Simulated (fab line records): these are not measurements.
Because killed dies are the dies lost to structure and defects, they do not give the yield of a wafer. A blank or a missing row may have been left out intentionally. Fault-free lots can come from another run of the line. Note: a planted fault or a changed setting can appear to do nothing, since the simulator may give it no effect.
Which tool is to blame? ; flow ritCmos ; Sampling: 7 lots, 21 wafers, 2 of 202 route steps

== WHAT THE GAUGES READ, wafer by wafer ==
RIT_PSD_TW_MEAS_10.
lot;measured;on;PSD_TW
L204;day 4 11:00;filmMetro-02;3418 3414 3427
L206;day 4 13:58;filmMetro-02;3425 3432 3431
L208;day 5 08:21;filmMetro-03;3456 3449 3480
L211;day 5 22:08;filmMetro-02;3413 3439 3435
L215;day 6 22:26;filmMetro-03;3429 3449 3419
L221;day 8 04:14;filmMetro-01;3478 3478 3470
L223;day 8 20:55;filmMetro-03;3459 3464 3447

== WHICH TOOL RAN EACH LOT (tool, then ch and the chambers of the sampled wafers, then the start) ==
lot;RIT_PSD_IMPLANT_08
L204;implanter-02 ch 0, day 4 10:43
L206;implanter-02 ch 0, day 4 13:40
L208;implanter-02 ch 0, day 5 08:01
L211;implanter-01 ch 0, day 5 21:49
L215;implanter-01 ch 0, day 6 22:07
L221;implanter-02 ch 0, day 8 03:57
L223;implanter-01 ch 0, day 8 20:37
- RIT_PSD_IMPLANT_08

== THE ANSWER, worked out from the rows above alone ==
Rule: usual is defined by the lots themselves. The widest of any qualifying gaps counts: lots, ordered by their means at a reading, are off when they make up no more than a third of the lots, leave a main group of 4 or more, and stand apart from it by 3 or more times the standard deviation of that group's means. A main group whose means are all the same, to the digits that the tables above print for the reading, isn't used. Also off: a lot with no number at a reading for which 4 or more lots have one. Any other lot the step has rows for is counted as sound.
No lot is off at any reading shown: from this, nothing can be told.

== WHAT WAS PUT IN BY THE SIMULATOR ==
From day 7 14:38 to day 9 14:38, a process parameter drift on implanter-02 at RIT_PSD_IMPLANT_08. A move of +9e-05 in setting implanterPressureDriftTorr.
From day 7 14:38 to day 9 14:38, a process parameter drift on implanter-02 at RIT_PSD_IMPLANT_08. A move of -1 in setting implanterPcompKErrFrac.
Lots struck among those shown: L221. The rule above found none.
